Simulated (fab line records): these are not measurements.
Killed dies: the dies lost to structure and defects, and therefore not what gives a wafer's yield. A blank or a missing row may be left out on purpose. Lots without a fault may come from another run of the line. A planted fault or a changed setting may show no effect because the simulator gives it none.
8D (eight disciplines) problem report, filled in by code + flow berkeley_cmos170 + the parts of the form that need people (team, actions taken, sign-off) are left out

== 1. WHAT IS WRONG ==
Mean NLDD_TW at UCB170_NLDD_TW_MEAS_11: 2341 over 6 wafers in 2 lots; fault-free wafers: 2229, standard deviation 19. Relative to the usual mean, that is a shift of +5.9 standard deviations.
First seen on wafer L516.2, day 9 18:30, on film_metro-01. At this step, 42 wafers from 14 lots have a number in the record. The rule behind "out" and "out of limits": a value lying over 4 standard deviations away from the usual mean. The rest of the wafers with a number are treated as sound.

== 2. WHAT THIS IS AND IS NOT ==
| question                    | is                           | is not                                                                                       |
|-----------------------------|------------------------------|----------------------------------------------------------------------------------------------|
| which readings at this step | NLDD_TW                      | -                                                                                            |
| which lots                  | L516, L518                   | L504, L505, L506, L508, L509, L512, L513, L520, L521, L522, L525, L526                       |
| which wafers of those lots  | all that have a number       | -                                                                                            |
| read on which gauges        | film_metro-01, film_metro-04 | film_metro-03                                                                                |
| when                        | from day 9 18:30             | up to then (21 sound wafers); but 15 sound wafers of L520, L521, L522, L525, L526 came after |

== 3. SUSPECTS, AND WHAT RULES EACH OUT ==
Counting: a tool at a process step up to the reading stays a suspect if it ran every lot that is out and no sound lot after the first of them.
- the gauge at UCB170_NLDD_TW_MEAS_11 is ruled out. The wafers that are out were read on 2 gauges (film_metro-01, film_metro-04).
- implanter-04 at UCB170_NLDD_IMPLANT_08: kept. All lots that are out passed through it, beginning with L516 at day 9 18:07, and no sound lot followed; its final sound lot before that point was L513 at day 8 13:50. On those wafers its own readings are out: beam_energy_keV.
After counting, what remains is implanter-04 at UCB170_NLDD_IMPLANT_08.

== 4. THE CAUSE (what the simulator had put in) ==
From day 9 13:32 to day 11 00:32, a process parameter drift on implanter-04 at UCB170_NLDD_IMPLANT_08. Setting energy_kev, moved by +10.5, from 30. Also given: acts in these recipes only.
Counting left only this tool.

== 5. SEQUENCE OF EFFECTS, ordered by route ==
Each row: a reading whose mean over the struck wafers that have a number lies more than 3 standard deviations from the usual. Only readings for which the record gives a usual standard deviation are gone through. hours: the time from each lot's start at the first step in this table that gives one to its start at this step, as a median over the lots. sigmas: the change in usual standard deviations.
| hours | step                       | reading         | usual        | on struck wafers | change  | sigmas      |
|-------|----------------------------|-----------------|--------------|------------------|---------|-------------|
| 0     | UCB170_NLDD_IMPLANT_08     | beam_energy_keV | 30.002       | 40.501           | +10.499 | +99 or more |
| 0     | UCB170_NLDD_TW_MEAS_11     | NLDD_TW         | 2229         | 2341             | +112    | +5.9        |
| 14    | UCB170_SDANNEAL_RS_MEAS_05 | NLDD_RS         | 618.9 ohm/sq | 580.9            | -38.0   | -29         |
Here are the process steps it includes:
- UCB170_NLDD_IMPLANT_08

== 6. HOW IT WOULD HAVE BEEN CAUGHT EARLIER ==
5 hours passed between the start of the fault at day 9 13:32 and the first reading out of limits at a measuring or inspecting step in this record, taken at day 9 18:30.
The tool's own readings at UCB170_NLDD_IMPLANT_08 were out on every struck wafer that the step has a row for (beam_energy_keV): an alarm limit on them would have fired on the first of those.
Lots out: 2; of these, L518 started UCB170_NLDD_IMPLANT_08 on implanter-04 after day 9 18:30. It would have been spared by a hold on the tool at that moment.
